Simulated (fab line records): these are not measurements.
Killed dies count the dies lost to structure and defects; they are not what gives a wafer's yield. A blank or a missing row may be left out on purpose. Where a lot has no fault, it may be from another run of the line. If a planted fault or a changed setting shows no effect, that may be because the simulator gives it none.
2 desks looking at one fault | flow berkeley_cmos170 | each desk has only its own numbers; what lay behind them comes last

THE METROLOGY DESK
Lot by lot, what the gauges showed, no matter which tool ran the lot: averages of those sampled wafers that carry a number. Any lot whose mean is over 4 standard deviations away from the usual mean is out of limits and marked OUT; that distance is given in the brackets.
Columns: A = PWELL_OXIDE_THK at UCB170_PWELL_THK_MEAS_03, usual 26.3 nm
lot  | first seen here | A
L842 | day 2 21:04     | 25.8
L843 | day 3 08:19     | 25.1
L845 | day 3 19:30     | 27.1
L848 | day 4 08:50     | 27.5
L850 | day 4 14:56     | 27.0
L856 | day 5 19:34     | 27.0
L859 | day 6 15:10     | 25.8
L860 | day 6 15:10     | 26.1
L858 | day 6 15:11     | 26.1
L861 | day 7 06:27     | 26.6
L862 | day 7 06:27     | 26.6
L863 | day 7 20:47     | 25.8
L864 | day 7 20:47     | 26.6
L865 | day 8 05:10     | 25.9
Result from this desk: across the 14 lots, nothing is out of limits.

THE TOOL OWNER'S DESK: furnace-04
The tool's own readings at UCB170_FIELD_OXIDATION_01 (target thk 558.3 nm, ox time 7200 s): means of the sampled wafers that have a number, for each lot that ran on this tool. Any lot whose mean is over 4 standard deviations away from the usual mean is out of limits and marked OUT; that distance is given in the brackets.
Columns: A = ox_temp_c at UCB170_FIELD_OXIDATION_01, usual 1000.1 C; B = ox_temp_c_max at UCB170_FIELD_OXIDATION_01, usual 1004.2; C = zone_power_centre_pct at UCB170_FIELD_OXIDATION_01, usual 49.1 %
lot  | first seen here | A      | B      | C
L842 | day 5 09:14     | 1000.1 | 1003.5 | 50.4
L860 | day 9 00:16     | 1000.0 | 1004.6 | 50.1
L861 | day 9 00:16     | 1000.1 | 1004.3 | 49.9
L862 | day 9 00:16     | 1000.0 | 1003.8 | 50.0
Result from this desk: across the 4 lots, nothing is out of limits.

ALL TOGETHER
At the metrology desk, nothing out of limits was observed.
Nothing out of limits was seen by the tool owner's desk.

WHAT WAS PUT IN BY THE SIMULATOR
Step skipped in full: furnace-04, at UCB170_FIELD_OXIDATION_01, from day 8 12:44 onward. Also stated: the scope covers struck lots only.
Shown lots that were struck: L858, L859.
